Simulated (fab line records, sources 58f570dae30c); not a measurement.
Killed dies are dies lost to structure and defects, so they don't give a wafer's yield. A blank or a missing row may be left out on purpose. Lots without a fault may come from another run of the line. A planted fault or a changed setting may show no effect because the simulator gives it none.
Which tool did it? | flow berkeley_cmos170 | 7 lots, 21 wafers sampled, at 2 steps of a route of 331

WHAT THE GAUGES READ, wafer by wafer
UCB170_M3_OVL_MEAS_16.
lot  | measured     | on         | M3_OVL (nm)
L860 | day 10 05:02 | overlay-02 | 1 1 8
L863 | day 10 08:14 | overlay-02 | -5 -9 -10
L866 | day 10 17:04 | overlay-01 | 7 8 6
L868 | day 11 00:47 | overlay-02 | 7 11 6
L873 | day 12 13:47 | overlay-01 | 11 8 5
L878 | day 12 23:22 | overlay-01 | -14 -13 -7
L877 | day 13 03:08 | overlay-01 | -6 -5 -3

WHICH TOOL RAN EACH LOT (tool, then ch and the chambers of the sampled wafers, then the start)
lot  | UCB170_CONTACT_ETCH_18
L860 | rie_diel-01 ch 0,1,3, day 9 14:00
L863 | rie_diel-01 ch 0,3, day 9 15:00
L866 | rie_diel-04 ch 2,3, day 9 19:00
L868 | rie_diel-02 ch 0,1, day 10 03:00
L873 | rie_diel-01 ch 0,1,2, day 11 19:00
L878 | rie_diel-02 ch 0,1,3, day 12 07:00
L877 | rie_diel-02 ch 0,1,3, day 12 13:00
- UCB170_CONTACT_ETCH_18: etches PSG in CHF3/CF4/Ar, stops on TiSi2, target depth 840 nm, time 195 s.

THE ANSWER, worked out from the rows above alone
Rule: what is usual is taken from the lots themselves. Put in order of their means at a reading, lots are off if they are a third of the lots or fewer, leave a main group of 4 or more, and stand apart from it by a gap of 3 or more times the standard deviation of the main group's means; of several such gaps the widest counts. A main group whose means are all the same, to the digits that the tables above print for the reading, isn't used. A lot without any number at a reading at which 4 lots or more have one is off too. The other lots that the step has rows for count as sound.
No lot is off at any reading shown: from this, nothing can be told.

WHAT THE SIMULATOR HAD PUT IN
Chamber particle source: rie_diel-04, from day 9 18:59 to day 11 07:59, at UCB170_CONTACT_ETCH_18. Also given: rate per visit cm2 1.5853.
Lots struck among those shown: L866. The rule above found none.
